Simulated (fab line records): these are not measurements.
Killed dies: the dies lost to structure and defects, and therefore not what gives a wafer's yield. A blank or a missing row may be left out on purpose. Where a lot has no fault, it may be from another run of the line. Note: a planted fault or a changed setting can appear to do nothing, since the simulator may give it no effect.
Which tool is to blame?	flow ritCmos	42 wafers from 14 lots sampled at 2 of the route's 202 steps

## WHAT THE GAUGES SHOWED, per wafer
RIT_NSD_TW_MEAS_10. Usual: NSD_TW 3100, standard deviation 16.
lot	measured	on	NSD_TW	flag
L722	day 3 00:46	filmMetro-04	3111 3104 3100	
L723	day 3 03:49	filmMetro-03	3104 3103 3117	
L724	day 3 10:56	filmMetro-04	3097 3088 3105	
L726	day 3 21:29	filmMetro-02	3075 3083 3086	
L727	day 4 00:56	filmMetro-02	3122 3113 3108	
L728	day 4 04:32	filmMetro-02	3101 3106 3111	
L729	day 4 10:57	filmMetro-04	3085 3075 3072	
L733	day 5 06:05	filmMetro-04	3053 3047 3061	
L736	day 5 22:00	filmMetro-03	3063 3067 3065	
L737	day 6 02:01	filmMetro-03	3114 3115 3130	
L739	day 6 12:49	filmMetro-02	3091 3105 3092	
L741	day 6 22:44	filmMetro-04	3075 3084 3078	
L743	day 7 10:14	filmMetro-02	3082 3073 3081	
L745	day 7 23:56	filmMetro-04	3099 3092 3095	

## WHAT TOOL EACH LOT RAN ON (gives the tool, then ch and the chambers of the sampled wafers, and finally the start)
lot	RIT_NSD_IMPLANT_08
L722	implanter-04 ch 0, day 3 00:27
L723	implanter-01 ch 0, day 3 03:31
L724	implanter-04 ch 0, day 3 10:37
L726	implanter-04 ch 0, day 3 21:09
L727	implanter-04 ch 0, day 4 00:37
L728	implanter-04 ch 0, day 4 04:13
L729	implanter-04 ch 0, day 4 10:38
L733	implanter-04 ch 0, day 5 05:46
L736	implanter-04 ch 0, day 5 21:41
L737	implanter-01 ch 0, day 6 01:41
L739	implanter-01 ch 0, day 6 12:30
L741	implanter-01 ch 0, day 6 22:25
L743	implanter-02 ch 0, day 7 09:56
L745	implanter-02 ch 0, day 7 23:39
- RIT_NSD_IMPLANT_08

## WHAT THE TOOLS THEMSELVES READ (means of the sampled wafers that have a number; where no wafer has one, the mark that the record gives instead)
RIT_NSD_IMPLANT_08. Usual: beamEnergyKeV 25.001, standard deviation 0.0069; doseIonsCm2 9.999e+14, standard deviation 1.1e+12.
lot	tool	beamEnergyKeV	doseIonsCm2	flag
L722	implanter-04	25.007	9.995e+14	
L723	implanter-01	25.001	9.988e+14	
L724	implanter-04	25.005	1.000e+15	
L726	implanter-04	25.005	9.992e+14	
L727	implanter-04	25.004	1.000e+15	
L728	implanter-04	25.002	9.998e+14	
L729	implanter-04	24.996	9.993e+14	
L733	implanter-04	23.511	1.000e+15	OFF
L736	implanter-04	23.529	9.990e+14	OFF
L737	implanter-01	24.999	1.000e+15	
L739	implanter-01	24.994	9.995e+14	
L741	implanter-01	24.998	1.000e+15	
L743	implanter-02	25.002	1.001e+15	
L745	implanter-02	25.001	9.980e+14	

## THE ANSWER, worked out from the rows above alone
Rule: lot off if the mean of its wafers having a number is beyond 3 standard deviations from the usual mean. Also off: a lot with no number at a reading for which 4 or more lots have one. All remaining lots with rows at the step are treated as sound. Order of review: gauges by route order, followed by the tools' own readings, for which a lot's mean as printed above is used. At the first step where some lot is off, the reading lying furthest off is the one used; lots without a number count as furthest.
Off: L733, L736 (RIT_NSD_IMPLANT_08, beamEnergyKeV).
If a tool, at that step or one of the process steps before it, ran each lot that is off and ran no sound lot following the first of them, it fits. One fits: implanter-04 at RIT_NSD_IMPLANT_08. Its last sound lot is L729 (day 4 10:38), its first lot that is off L733 (day 5 05:46): a fault that began between those two fits.
The tool's own readings at RIT_NSD_IMPLANT_08 bear it out: on the lots that are off they differ by more than 5 times the standard deviation of the sound lots' means. beamEnergyKeV reads 23.520 there against 25.001 on the sound lots.

## WHAT THE SIMULATOR PUT IN
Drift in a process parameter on implanter-04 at RIT_NSD_IMPLANT_08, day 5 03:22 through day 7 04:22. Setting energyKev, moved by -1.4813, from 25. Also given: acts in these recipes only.
Shown lots that were struck: L733, L736. This agrees with what the rule above found.
